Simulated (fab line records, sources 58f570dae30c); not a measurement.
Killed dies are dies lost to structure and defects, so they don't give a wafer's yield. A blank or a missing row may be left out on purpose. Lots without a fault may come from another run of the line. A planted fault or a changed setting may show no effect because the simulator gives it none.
Which tool did it? | flow berkeley_cmos170 | 7 lots, 21 wafers sampled, at 3 steps of a route of 331

WHAT THE GAUGES READ, wafer by wafer
UCB170_V1_THK_MEAS_04.
lot  | measured     | on            | V1_POLISHED_THK (nm)
L786 | day 8 03:46  | film_metro-01 | 1000.6 1000.2 1000.7
L785 | day 8 07:25  | film_metro-02 | 999.3 999.2 998.9
L787 | day 8 16:47  | film_metro-01 | 999.1 999.8 999.5
L791 | day 9 10:25  | film_metro-01 | 999.4 999.9 999.0
L794 | day 9 21:46  | film_metro-03 | 999.4 1000.4 998.1
L796 | day 10 13:29 | film_metro-01 | 1000.3 1001.3 1002.1
L804 | day 12 03:19 | film_metro-03 | 932.8 936.2 935.4

WHICH TOOL RAN EACH LOT (tool, then ch and the chambers of the sampled wafers, then the start)
lot  | UCB170_CONTACT_ETCH_17             | UCB170_V1_CVD_00
L786 | rie_diel-01 ch 0,3, day 7 21:20    | pecvd-02 ch 0,1,2, day 8 03:07
L785 | rie_diel-02 ch 0,1,2, day 8 00:37  | pecvd-01 ch 0,2, day 8 06:43
L787 | rie_diel-01 ch 0,2,3, day 8 10:58  | pecvd-02 ch 0,1, day 8 16:07
L791 | rie_diel-01 ch 0,2, day 9 03:35    | pecvd-02 ch 1,2, day 9 09:46
L794 | rie_diel-04 ch 1,2,3, day 9 11:46  | pecvd-03 ch 0,1,2, day 9 21:06
L796 | rie_diel-02 ch 2,3, day 10 04:38   | pecvd-01 ch 0,1,2, day 10 12:51
L804 | rie_diel-04 ch 1,2,3, day 11 20:54 | pecvd-02 ch 0,2, day 12 02:32
- UCB170_CONTACT_ETCH_17: etches BARC in N2/H2.
- UCB170_V1_CVD_00: deposits SiO2 from TEOS/O2, target thk 2000 nm, time 250 s.

THE ANSWER, worked out from the rows above alone
Rule: what is usual is taken from the lots themselves. Put in order of their means at a reading, lots are off if they are a third of the lots or fewer, leave a main group of 4 or more, and stand apart from it by a gap of 3 or more times the standard deviation of the main group's means; of several such gaps the widest counts. A main group whose means are all the same, to the digits that the tables above print for the reading, isn't used. A lot without any number at a reading at which 4 lots or more have one is off too. The other lots that the step has rows for count as sound.
Off: L804, at UCB170_V1_THK_MEAS_04 (V1_POLISHED_THK). The main group: mean 999.8 nm, standard deviation 0.76.
A tool fits if, at a process step before that reading, it ran every lot that is off, and no sound lot after the first of them. The gauges at UCB170_V1_THK_MEAS_04 are tried like those tools. Can't be told from this: 3 tools fit, rie_diel-04 at UCB170_CONTACT_ETCH_17, pecvd-02 at UCB170_V1_CVD_00, film_metro-03 at UCB170_V1_THK_MEAS_04.

WHAT THE SIMULATOR HAD PUT IN
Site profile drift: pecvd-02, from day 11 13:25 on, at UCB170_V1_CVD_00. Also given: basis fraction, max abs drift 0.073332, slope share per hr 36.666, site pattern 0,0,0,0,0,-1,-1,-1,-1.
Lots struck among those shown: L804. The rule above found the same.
